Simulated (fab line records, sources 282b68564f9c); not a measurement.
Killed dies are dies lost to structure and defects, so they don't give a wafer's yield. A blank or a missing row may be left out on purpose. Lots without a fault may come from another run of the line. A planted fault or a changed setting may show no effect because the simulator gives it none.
fab line records | flow rit_cmos
record lots=14 wafers=42 last_day=7
route steps=202 shown M1@189
lots that met no fault: from a run of the same line without faults
start_h: hours from the record's first day to the start of the lot's first wafer shown | wait_h: hours since the lot's step before | " the same as in the row above | L1.1+2: a row that stands for several wafers | - no value, or no start given | * or withheld: withheld | < > ~ a bound
route shown NAME@n: a module of which the file shows steps, and the number in the route of the first | usual: mean/standard deviation of fault-free wafers | same: alike in all rows | chamber/n: place in a boat | sites: the reading at each site | _std_site: their standard deviation | _edge_site: outer sites' mean less inner sites' | radius_mm: how far each site lies from the wafer's centre | mask NAME#n: copy n | behind: the tool/chamber that last shaped the wafer | hold: why the lot was held/for how many hours/how that ended | device: the transistor (n, p or np) that didn't switch | end of line: the same wafers' tests at the end of the route | a step without rows: its recipe alone | killed: dies lost to structure and defects at the first sort, not the wafer's yield | map: a wafer's dies, x killed, . not, _ none there
set.NAME: the setting as run; set.NAME@STEP: as run at that earlier step | model.NAME: the simulator's own value behind a step, which no gauge read
steps of the route over a sample of lots; a table a step, a row a wafer
## steps
# step RIT_M1_SOFTBAKE_05
# recipe resist=NOVOLAK temp_c=90 time_s=60
# usual plate_temp_C=90.00/0.12 run_length_s=89.25/0.17
# columns lot.wafer tool chamber start_h wait_h plate_temp_C run_length_s
L482.3 litho_track-02 0 54.33 0.1 89.90 89.11
L482.4 " 0 " " 89.99 89.19
L482.5 " 0 " " 90.09 89.10
L483.1 litho_track-02 0 60.07 0.1 90.13 89.00
L483.3 " 0 " " 90.07 88.97
L483.4 " 0 " " 89.93 89.08
L484.3 litho_track-03 0 67.72 0.1 89.83 89.42
L484.5 " 0 " " 89.89 89.26
L484.6 " 0 " " 89.64 89.63
L485.2 litho_track-03 0 72.28 0.1 90.06 89.46
L485.3 " 0 " " 89.90 89.27
L485.5 " 0 " " 89.97 89.62
L486.1 litho_track-03 0 74.42 0.1 89.85 89.36
L486.2 " 0 " " 90.00 89.33
L486.6 " 0 " " 89.99 89.36
L489.1 litho_track-02 0 94.06 0.1 89.97 89.36
L489.5 " 0 " " 90.10 89.30
L489.6 " 0 " " 89.89 89.18
L495.2 litho_track-03 0 118.45 0.1 89.82 97.74
L495.3 " 0 " " 89.79 97.55
L495.5 " 0 " " 90.09 97.80
L496.3 litho_track-03 0 122.82 0.1 90.01 97.53
L496.4 " 0 " " 89.87 97.55
L496.5 " 0 " " 89.90 97.51
L498.2 litho_track-01 0 137.82 0.1 89.93 89.13
L498.3 " 0 " " 90.00 89.16
L498.4 " 0 " " 90.07 89.10
L500.1 litho_track-01 0 143.19 0.1 89.98 89.11
L500.3 " 0 " " 90.03 89.24
L500.6 " 0 " " 90.13 89.32
L501.1 litho_track-01 0 149.69 0.1 90.00 89.29
L501.2 " 0 " " 90.14 89.15
L501.4 " 0 " " 89.85 89.21
L502.1 litho_track-02 0 156.19 0.1 90.16 89.07
L502.3 " 0 " " 89.92 89.18
L502.5 " 0 " " 90.08 89.02
L503.4 litho_track-02 0 158.87 0.1 89.84 88.99
L503.5 " 0 " " 89.84 89.14
L503.6 " 0 " " 89.87 89.26
L505.2 litho_track-02 0 168.05 0.1 90.05 88.98
L505.4 " 0 " " 89.97 89.04
L505.5 " 0 " " 89.90 88.96
# step RIT_M1_PROBE_99
# usual defect_limited_yield=97.5/1.1 killed_at_M0_to_M3=0.0/0.083 killed_at_contacts=0.1/0.28 killed_at_front_end=6.5/3 killed_dies=7/3 killed_open=3.2/2 killed_short=3.2/1.9 sort_bin_3_pad_short=0.1/0.2 sort_bin_5_function=1.4/0.81 sort_bin_6_memory=1.0/0.67 sort_n_pass=257/3 sort_yield_pct=97.5/1.1
# same gross_dies=264 killed_at_M4_up=0 killed_at_back_side=0 killed_at_other=0
# columns lot.wafer tool chamber start_h wait_h defect_limited_yield[%] killed_at_M0_to_M3 killed_at_contacts killed_at_front_end killed_dies killed_open killed_short sort_bin_3_pad_short[%] sort_bin_5_function[%] sort_bin_6_memory[%] sort_n_pass sort_yield_pct[%]
L482.3 prober-01 - 58.92 0.2 95.8 0 0 11 11 5 6 0.8 3.0 0.4 253 95.8
L482.4 prober-01 - 58.97 0.2 97.3 0 0 7 7 4 3 0 0.8 1.9 257 97.3
L482.5 prober-01 - 59.02 0.2 96.6 0 0 9 9 3 6 0.4 1.5 1.5 255 96.6
L483.1 prober-02 - 63.62 0.1 95.1 0 0 13 13 3 9 0.4 1.9 2.7 251 95.1
L483.3 prober-02 - 63.72 0.2 98.9 0 0 3 3 1 2 0 1.1 0 261 98.9
L483.4 prober-02 - 63.77 0.2 99.2 0 0 2 2 1 1 0 0.8 0 262 99.2
L484.3 prober-01 - 71.47 0.2 96.6 0 0 9 9 2 7 0 2.7 0.8 255 96.6
L484.5 prober-01 - 71.57 0.2 97.7 0 0 6 6 2 4 0 1.1 1.1 258 97.7
L484.6 prober-01 - 71.62 0.2 97.7 0 0 6 6 2 4 0 1.1 1.1 258 97.7
L485.2 prober-02 - 75.54 0.1 98.5 0 0 4 4 4 0 0 1.1 0.4 260 98.5
L485.3 prober-02 - 75.59 0.2 100.0 0 0 0 0 0 0 0 0 0 264 100.0
L485.5 prober-02 - 75.69 0.2 98.9 0 0 3 3 2 1 0 0.4 0.8 261 98.9
L486.1 prober-01 - 77.66 0.1 98.1 0 0 5 5 4 1 0 1.1 0.8 259 98.1
L486.2 prober-01 - 77.71 0.1 96.2 0 0 10 10 7 3 0 1.9 1.9 254 96.2
L486.6 prober-01 - 77.91 0.2 95.8 0 1 10 11 4 7 0 2.7 1.5 253 95.8
L489.1 prober-02 - 97.59 0.1 97.0 0 0 8 8 4 4 0 2.3 0.8 256 97.0
L489.5 prober-02 - 97.79 0.2 97.7 0 0 6 6 5 1 0 0.8 1.5 258 97.7
L489.6 prober-02 - 97.84 0.2 96.2 0 0 10 10 1 9 0.4 2.7 0.8 254 96.2
L495.2 prober-02 - 121.86 0.1 97.7 0 0 6 6 0 6 0 0.8 1.5 258 97.7
L495.3 prober-02 - 121.91 0.2 98.5 0 0 4 4 2 2 0 1.1 0.4 260 98.5
L495.5 prober-02 - 122.01 0.2 96.2 0 0 10 10 3 7 0.4 2.3 1.1 254 96.2
L496.3 prober-01 - 126.23 0.2 98.1 0 0 5 5 3 2 0 1.1 0.8 259 98.1
L496.4 prober-01 - 126.28 0.2 95.8 0 0 11 11 3 8 0 3.4 0.8 253 95.8
L496.5 prober-01 - 126.33 0.2 97.3 0 1 6 7 3 4 0 2.3 0.4 257 97.3
L498.2 prober-01 - 141.23 0.1 97.3 0 0 7 7 4 3 0 1.1 1.5 257 97.3
L498.3 prober-01 - 141.28 0.2 95.8 0 0 11 11 6 5 0 1.5 2.7 253 95.8
L498.4 prober-01 - 141.33 0.2 97.3 0 0 7 7 3 4 0.4 0.8 1.5 257 97.3
L500.1 prober-01 - 146.83 0.1 95.5 1 0 11 12 4 7 0.4 1.9 2.3 252 95.5
L500.3 prober-01 - 146.93 0.2 98.9 0 0 3 3 1 2 0 1.1 0 261 98.9
L500.6 prober-01 - 147.08 0.2 98.1 0 0 5 5 4 1 0 1.5 0.4 259 98.1
L501.1 prober-02 - 153.08 0.1 99.2 0 0 2 2 1 1 0 0.4 0.4 262 99.2
L501.2 prober-02 - 153.13 0.1 97.3 0 0 7 7 4 3 0 2.3 0.4 257 97.3
L501.4 prober-02 - 153.23 0.2 98.5 0 0 4 4 2 2 0 0.8 0.8 260 98.5
L502.1 prober-01 - 160.06 0.1 95.8 0 0 11 11 7 4 0 1.9 2.3 253 95.8
L502.3 prober-01 - 160.16 0.2 97.0 0 0 8 8 2 6 0 2.3 0.8 256 97.0
L502.5 prober-01 - 160.26 0.2 96.6 0 0 9 9 7 2 0 1.5 1.9 255 96.6
L503.4 prober-02 - 162.78 0.2 97.7 0 0 6 6 2 4 0 1.9 0.4 258 97.7
L503.5 prober-02 - 162.83 0.2 97.3 0 0 7 7 2 5 0 1.5 1.1 257 97.3
L503.6 prober-02 - 162.88 0.2 98.1 0 0 5 5 3 2 0 1.5 0.4 259 98.1
L505.2 prober-02 - 171.46 0.1 98.5 0 0 4 4 2 2 0 0.4 1.1 260 98.5
L505.4 prober-02 - 171.56 0.2 97.0 0 0 8 8 4 4 0 1.1 1.9 256 97.0
L505.5 prober-02 - 171.61 0.2 98.5 0 0 4 4 1 3 0.4 1.1 0 260 98.5
# killed by level:class
L482.3 GATE:geometric_particle:open=5 GATE:geometric_particle:short=3 REOX:geometric_particle:short=1 SPACER:geometric_particle:short=1 SILICIDE:geometric_particle:short=1
L482.4 REOX:geometric_particle:open=2 FOX2:geometric_particle:open=1 GATE:geometric_particle:open=1 GATE:geometric_particle:short=1 SPACER:geometric_particle:short=1 SILICIDE:geometric_particle:short=1
L482.5 GATE:geometric_particle:short=6 GATE:geometric_particle:open=2 FOX1:geometric_particle:open=1
L483.1 FOX2:geometric_particle:short=3 SILICIDE:geometric_particle:open=3 SILICIDE:geometric_particle:short=3 GATE:geometric_particle:short=2 REOX:geometric_particle:short=1 ACTIVE:coat_microbubble_printed=1
L483.3 GATE:geometric_particle:open=1 GATE:geometric_particle:short=1 SPACER:geometric_particle:short=1
L483.4 FOX2:geometric_particle:open=1 SPACER:geometric_particle:short=1
L484.3 REOX:geometric_particle:short=4 GATE:geometric_particle:short=2 SPACER:geometric_particle:open=1 GATE:geometric_particle:open=1 SPACER:geometric_particle:short=1
L484.5 FOX1:geometric_particle:short=1 FOX2:geometric_particle:short=1 GATE:geometric_particle:short=1 GATE:geometric_particle:open=1 REOX:geometric_particle:open=1 SPACER:geometric_particle:short=1
L484.6 REOX:geometric_particle:short=2 FOX2:geometric_particle:short=1 GATE:geometric_particle:short=1 GATE:geometric_particle:open=1 REOX:geometric_particle:open=1
L485.2 FOX1:geometric_particle:open=2 SILICIDE:geometric_particle:open=2
L485.5 GATE:geometric_particle:open=1 GATE:geometric_particle:short=1 SILICIDE:geometric_particle:open=1
L486.1 SILICIDE:geometric_particle:open=2 FOX1:geometric_particle:open=1 GATE:geometric_particle:open=1 GATE:geometric_particle:short=1
L486.2 GATE:geometric_particle:open=3 FOX1:geometric_particle:open=2 GATE:geometric_particle:short=2 REOX:geometric_particle:open=1 REOX:geometric_particle:short=1 SILICIDE:geometric_particle:open=1
L486.6 GATE:geometric_particle:short=5 GATE:geometric_particle:open=2 FOX2:geometric_particle:open=1 REOX:geometric_particle:short=1 REOX:geometric_particle:open=1 CONTACT:geometric_particle:short=1
L489.1 REOX:geometric_particle:open=2 SILICIDE:geometric_particle:short=2 FOX1:geometric_particle:open=1 FOX1:geometric_particle:short=1 GATE:geometric_particle:open=1 GATE:geometric_particle:short=1
L489.5 REOX:geometric_particle:open=3 FOX1:geometric_particle:open=2 FOX1:geometric_particle:short=1
L489.6 GATE:geometric_particle:short=4 SILICIDE:geometric_particle:short=2 FOX2:geometric_particle:open=1 FOX2:geometric_particle:short=1 REOX:geometric_particle:short=1 SPACER:geometric_particle:short=1
L495.2 SILICIDE:geometric_particle:short=2 FOX2:geometric_particle:short=1 GATE:geometric_particle:short=1 REOX:geometric_particle:short=1 SPACER:geometric_particle:short=1
L495.3 FOX1:geometric_particle:short=2 GATE:geometric_particle:open=1 REOX:geometric_particle:open=1
L495.5 FOX1:geometric_particle:short=4 SPACER:geometric_particle:short=2 FOX1:geometric_particle:open=1 GATE:geometric_particle:short=1 REOX:geometric_particle:open=1 SPACER:geometric_particle:open=1
L496.3 FOX2:geometric_particle:open=1 GATE:geometric_particle:open=1 GATE:geometric_particle:short=1 REOX:geometric_particle:short=1 SPACER:geometric_particle:open=1
L496.4 REOX:geometric_particle:short=4 GATE:geometric_particle:short=2 FOX1:geometric_particle:short=1 FOX1:geometric_particle:open=1 GATE:geometric_particle:open=1 REOX:geometric_particle:open=1 SPACER:geometric_particle:short=1
L496.5 FOX2:geometric_particle:open=1 GATE:geometric_particle:short=1 REOX:geometric_particle:open=1 SPACER:geometric_particle:short=1 SILICIDE:geometric_particle:open=1 SILICIDE:geometric_particle:short=1 CONTACT:geometric_particle:short=1
L498.2 FOX1:geometric_particle:open=3 GATE:geometric_particle:short=2 FOX1:geometric_particle:short=1 REOX:geometric_particle:open=1
L498.3 SILICIDE:geometric_particle:open=3 REOX:geometric_particle:short=2 REOX:geometric_particle:open=2 FOX1:geometric_particle:short=1 SPACER:geometric_particle:open=1 SPACER:geometric_particle:short=1 SILICIDE:geometric_particle:short=1
L498.4 GATE:geometric_particle:short=3 GATE:geometric_particle:open=2 REOX:geometric_particle:open=1 SILICIDE:geometric_particle:short=1
L500.1 FOX1:geometric_particle:short=3 REOX:geometric_particle:short=3 FOX1:geometric_particle:open=1 FOX2:geometric_particle:open=1 REOX:geometric_particle:open=1 SPACER:geometric_particle:open=1 M1:geometric_particle:short=1 NWELL:coat_microbubble_printed=1
L500.3 GATE:geometric_particle:short=1 GATE:geometric_particle:open=1 REOX:geometric_particle:short=1
L500.6 GATE:geometric_particle:open=2 FOX1:geometric_particle:open=1 GATE:geometric_particle:short=1 SPACER:geometric_particle:open=1
L501.1 GATE:geometric_particle:open=1 SPACER:geometric_particle:short=1
L501.2 REOX:geometric_particle:open=3 REOX:geometric_particle:short=2 GATE:geometric_particle:open=1 SPACER:geometric_particle:short=1
L501.4 GATE:geometric_particle:short=2 REOX:geometric_particle:open=1 SPACER:geometric_particle:open=1
L502.1 GATE:geometric_particle:open=5 SILICIDE:geometric_particle:open=2 FOX1:geometric_particle:short=1 FOX2:geometric_particle:short=1 GATE:geometric_particle:short=1 SPACER:geometric_particle:short=1
L502.3 GATE:geometric_particle:short=2 FOX1:geometric_particle:open=1 FOX1:geometric_particle:short=1 FOX2:geometric_particle:open=1 REOX:geometric_particle:short=1 SPACER:geometric_particle:short=1 SILICIDE:geometric_particle:short=1
L502.5 GATE:geometric_particle:open=4 SILICIDE:geometric_particle:open=2 FOX1:geometric_particle:short=1 REOX:geometric_particle:open=1 SILICIDE:geometric_particle:short=1
L503.4 SPACER:geometric_particle:short=2 FOX2:geometric_particle:open=1 GATE:geometric_particle:short=1 GATE:geometric_particle:open=1 REOX:geometric_particle:short=1
L503.5 GATE:geometric_particle:short=2 FOX1:geometric_particle:short=1 GATE:geometric_particle:open=1 REOX:geometric_particle:short=1 REOX:geometric_particle:open=1 SPACER:geometric_particle:short=1
L503.6 GATE:geometric_particle:open=3 GATE:geometric_particle:short=1 REOX:geometric_particle:short=1
L505.2 GATE:geometric_particle:short=2 GATE:geometric_particle:open=1 SILICIDE:geometric_particle:open=1
L505.4 GATE:geometric_particle:open=2 FOX1:geometric_particle:open=1 FOX1:geometric_particle:short=1 GATE:geometric_particle:short=1 REOX:geometric_particle:short=1 SPACER:geometric_particle:open=1 SPACER:geometric_particle:short=1
L505.5 FOX1:geometric_particle:short=1 SILICIDE:geometric_particle:short=1 FOX1:geometric_particle:open=1 SPACER:geometric_particle:short=1
## key
first_sign step=RIT_M1_SOFTBAKE_05 reading=run_length_s direction=up sigmas=49 usual=* struck=*
effect none on later readings
met_at RIT_M1_SOFTBAKE_05
struck_lots L495,L496
onset_between 74.42 118.45
fault kind=process_parameter_drift tool=litho_track-03 chamber=- onset_h=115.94 steps=RIT_M1_SOFTBAKE_05 channel=time_s offset=* shape=step end_h=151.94 acts_in=* stated=*
